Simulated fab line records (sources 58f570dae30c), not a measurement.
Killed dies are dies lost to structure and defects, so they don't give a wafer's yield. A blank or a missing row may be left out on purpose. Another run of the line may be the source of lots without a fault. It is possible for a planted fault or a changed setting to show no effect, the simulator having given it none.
Which tool was responsible? ; flow berkeleyCmos170 ; 14 lots with 42 wafers sampled at 6 steps, on a route of 331 steps

WHAT EACH GAUGE READ, for each wafer
UCB170_WELLDRIVE_THK_MEAS_02.
lot;measured;on;WELLDRIVE_OXIDE_THK (nm)
L390;day 3 10:05;filmMetro-04;204 204 202
L391;day 3 17:49;filmMetro-04;196 198 198
L392;day 4 05:54;filmMetro-02;205 200 198
L393;day 4 05:54;filmMetro-01;199 198 204
L397;day 5 03:32;filmMetro-04;192 195 194
L400;day 5 17:18;filmMetro-01;204 202 200
L401;day 5 22:08;filmMetro-04;203 196 200
L402;day 6 04:48;filmMetro-02;198 196 198
L404;day 6 04:52;filmMetro-04;195 196 192
L405;day 6 15:08;filmMetro-04;197 198 202
L406;day 6 15:09;filmMetro-02;196 198 199
L412;day 7 18:50;filmMetro-02;196 196 200
L411;day 7 18:50;filmMetro-01;197 196 195
L413;day 8 04:07;filmMetro-02;203 206 205

UCB170_ACTIVE_THK_MEAS_06.
lot;measured;on;ACTIVE_NITRIDE_THK (nm)
L390;day 4 04:34;filmMetro-03;219.2 218.7 219.9
L391;day 4 12:58;filmMetro-02;219.2 219.2 219.8
L392;day 4 20:06;filmMetro-02;219.4 219.0 219.8
L393;day 4 20:06;filmMetro-01;221.0 218.3 219.9
L397;day 5 11:58;filmMetro-01;219.4 216.4 217.5
L400;day 6 08:30;filmMetro-01;140.0 137.2 138.2
L401;day 6 08:29;filmMetro-03;140.2 142.6 141.1
L402;day 6 18:43;filmMetro-01;219.5 219.0 219.5
L404;day 6 18:44;filmMetro-02;221.0 220.2 221.4
L405;day 6 23:58;filmMetro-02;221.4 221.2 221.2
L406;day 6 23:58;filmMetro-03;218.5 218.4 218.9
L412;day 8 09:34;filmMetro-02;217.1 216.8 215.5
L411;day 8 09:34;filmMetro-03;222.7 222.3 221.2
L413;day 8 17:05;filmMetro-03;217.9 220.7 216.2

UCB170_GATE_CD_MEAS_90 targets a cd of 350 nm.
lot;measured;on;cdNm (nm)
L390;day 6 00:17;cdSem-02;349.8 350.7 351.0
L391;day 6 12:43;cdSem-02;351.1 350.9 349.6
L392;day 6 15:22;cdSem-02;350.4 347.8 350.6
L393;day 6 15:37;cdSem-02;349.8 348.5 347.7
L397;day 7 03:27;cdSem-01;349.5 350.1 349.7
L400;day 8 04:12;cdSem-02;350.3 350.7 348.8
L401;day 8 04:07;cdSem-01;348.9 350.8 349.7
L402;day 8 18:50;cdSem-01;349.3 349.1 348.1
L404;day 8 18:44;cdSem-01;351.3 351.1 351.1
L405;day 8 23:15;cdSem-01;352.6 349.5 351.2
L406;day 8 23:31;cdSem-02;350.5 352.3 351.1
L412;day 10 04:59;cdSem-01;351.6 350.8 351.4
L411;day 10 04:50;cdSem-01;349.5 350.1 349.2
L413;day 10 12:02;cdSem-02;352.9 350.3 353.2

UCB170_CONTACT_CD_MEAS_15 targets a cd of 700 nm.
lot;measured;on;cdNm (nm)
L390;day 6 23:04;cdSem-01;700.9 701.4 700.6
L391;day 8 06:50;cdSem-02;697.9 697.9 699.0
L392;day 7 13:07;cdSem-02;697.9 698.1 699.7
L393;day 7 12:58;cdSem-01;699.6 700.2 698.9
L397;day 8 00:07;cdSem-02;701.6 701.0 701.6
L400;day 9 05:40;cdSem-01;699.8 700.4 700.0
L401;day 9 02:20;cdSem-01;700.6 702.9 701.5
L402;day 9 16:44;cdSem-01;698.1 699.4 699.6
L404;day 9 16:42;cdSem-02;699.3 699.8 699.7
L405;day 10 00:04;cdSem-01;701.5 701.9 700.5
L406;day 10 00:18;cdSem-01;700.5 701.4 700.1
L412;day 11 01:31;cdSem-01;698.7 700.0 699.9
L411;day 11 01:17;cdSem-02;698.6 698.1 699.3
L413;day 11 07:02;cdSem-02;700.0 700.3 701.8

TOOL THAT RAN EACH LOT (tool first, then ch and the chambers of the sampled wafers, then the start)
lot;UCB170_ACTIVE_CVD_05;UCB170_ACTIVE_ETCH_15
L390;lpcvd-01 ch 0, day 4 02:38;rieDiel-01 ch 0,1,2, day 4 05:53
L391;lpcvd-01 ch 1, day 4 11:03;rieDiel-03 ch 1,2,3, day 4 14:11
L392;lpcvd-02 ch 1, day 4 17:14;rieDiel-01 ch 1,3, day 4 21:39
L393;lpcvd-02 ch 1, day 4 17:14;rieDiel-03 ch 0,1,3, day 4 21:25
L397;lpcvd-02 ch 0, day 5 10:02;rieDiel-01 ch 0,1,3, day 5 13:37
L400;lpcvd-02 ch 0, day 6 06:34;rieDiel-01 ch 1,2,3, day 6 10:13
L401;lpcvd-02 ch 0, day 6 06:34;rieDiel-04 ch 0,1,3, day 6 09:57
L402;lpcvd-01 ch 1, day 6 16:47;rieDiel-03 ch 1,2,3, day 6 20:08
L404;lpcvd-01 ch 0, day 6 16:47;rieDiel-01 ch 0,2,3, day 6 20:22
L405;lpcvd-01 ch 0, day 6 22:02;rieDiel-04 ch 0,1,3, day 7 01:22
L406;lpcvd-01 ch 1, day 6 22:02;rieDiel-01 ch 0,1,3, day 7 01:15
L412;lpcvd-01 ch 1, day 8 07:38;rieDiel-03 ch 1,2, day 8 11:28
L411;lpcvd-01 ch 0, day 8 07:38;rieDiel-04 ch 1,3, day 8 11:11
L413;lpcvd-01 ch 1, day 8 15:10;rieDiel-04 ch 0,1,2, day 8 19:00
- UCB170_ACTIVE_CVD_05: deposits Si3N4 from SiH2Cl2/NH3, target thk 220 nm, time 3300 s.
- UCB170_ACTIVE_ETCH_15: etches Si3N4 in CH3F/Ar/O2, stops on SiO2, target depth 242 nm, time 151 s.

AS READ BY THE TOOLS THEMSELVES (means over the sampled wafers that have a number; for cases with no such wafer, the mark the record gives instead)
UCB170_ACTIVE_CVD_05.
lot;tool;pressureMtorr (mTorr);spikeTcCentreC (C);spikeTcLoadC (C);spikeTcSourceC (C);susceptorTempC (C)
L390;lpcvd-01;200.6;803.2;821;824.5;800.1
L391;lpcvd-01;199.5;802.4;825;818.9;799.7
L392;lpcvd-02;199.8;803.0;827;826.3;800.3
L393;lpcvd-02;199.6;802.3;826;825.4;799.9
L397;lpcvd-02;199.9;804.3;821;824.0;800.4
L400;lpcvd-02;199.9;778.7;797;798.5;774.8
L401;lpcvd-02;199.6;778.5;796;798.4;775.3
L402;lpcvd-01;199.5;804.0;824;819.9;800.0
L404;lpcvd-01;199.5;802.0;819;823.7;800.1
L405;lpcvd-01;199.9;803.7;820;825.2;800.0
L406;lpcvd-01;199.7;802.7;824;819.9;800.0
L412;lpcvd-01;199.8;802.1;825;819.9;799.8
L411;lpcvd-01;200.1;802.9;820;825.0;800.5
L413;lpcvd-01;199.9;802.0;824;819.2;799.9

UCB170_ACTIVE_ETCH_15.
lot;tool;drypumpMotorCurrentA (A);oesProductAu (a.u.);throttleValvePct (%)
L390;rieDiel-01;6.2;0.934;7.99
L391;rieDiel-03;6.1;0.946;7.97
L392;rieDiel-01;5.7;0.924;8.04
L393;rieDiel-03;6.0;0.942;8.08
L397;rieDiel-01;5.9;0.916;7.98
L400;rieDiel-01;6.0;0.728;8.03
L401;rieDiel-04;5.9;0.747;7.98
L402;rieDiel-03;6.1;0.944;7.97
L404;rieDiel-01;6.2;0.939;8.01
L405;rieDiel-04;5.9;0.950;7.99
L406;rieDiel-01;5.9;0.918;7.97
L412;rieDiel-03;6.1;0.944;8.14
L411;rieDiel-04;5.7;0.965;8.01
L413;rieDiel-04;5.9;0.930;7.96

THE ANSWER, worked out from the rows above alone
Rule: the lots themselves supply what counts as usual. The widest of any qualifying gaps counts: lots, ordered by their means at a reading, are off when they make up no more than a third of the lots, leave a main group of 4 or more, and stand apart from it by 3 or more times the standard deviation of that group's means. If all means in a main group match to the digits the tables above print for the reading, that group is not used. A lot without any number at a reading at which 4 lots or more have one is off too. Where the step has rows for the other lots, those lots are counted as sound. The gauges are gone through in route order, then the tools' own readings, and for those a lot's mean is taken as printed above. At the first step where some lot is off, the reading lying furthest off is the one used; lots without a number count as furthest.
Off: at UCB170_ACTIVE_THK_MEAS_06 (ACTIVE_NITRIDE_THK), L400, L401. The main group: mean 219.4 nm, standard deviation 1.5.
A tool fits if, at a process step before that reading, it ran every lot that is off, and no sound lot after the first of them. The gauges at UCB170_ACTIVE_THK_MEAS_06 aren't tried: what is off there is off at UCB170_ACTIVE_CVD_05 too, on other tools, and a gauge's error can't cause that. One candidate fits, namely lpcvd-02 at UCB170_ACTIVE_CVD_05. A fault onset in the window from L397 (day 5 10:02, its last sound lot) to L400 (day 6 06:34, its first lot off) fits.
The tool's own readings at UCB170_ACTIVE_CVD_05 bear it out: on the lots that are off they differ by more than 5 times the standard deviation of the sound lots' means. spikeTcCentreC reads 778.6 C there against 802.9 C on the sound lots; spikeTcLoadC reads 796 C there against 823 C on the sound lots; spikeTcSourceC reads 798.5 C there against 822.7 C on the sound lots; susceptorTempC reads 775.0 C there against 800.1 C on the sound lots.

WHAT WAS PUT IN BY THE SIMULATOR
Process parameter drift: lpcvd-02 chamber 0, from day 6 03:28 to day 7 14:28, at UCB170_ACTIVE_CVD_05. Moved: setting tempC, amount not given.
Struck lots among those shown: L400, L401. This agrees with what the rule above found.
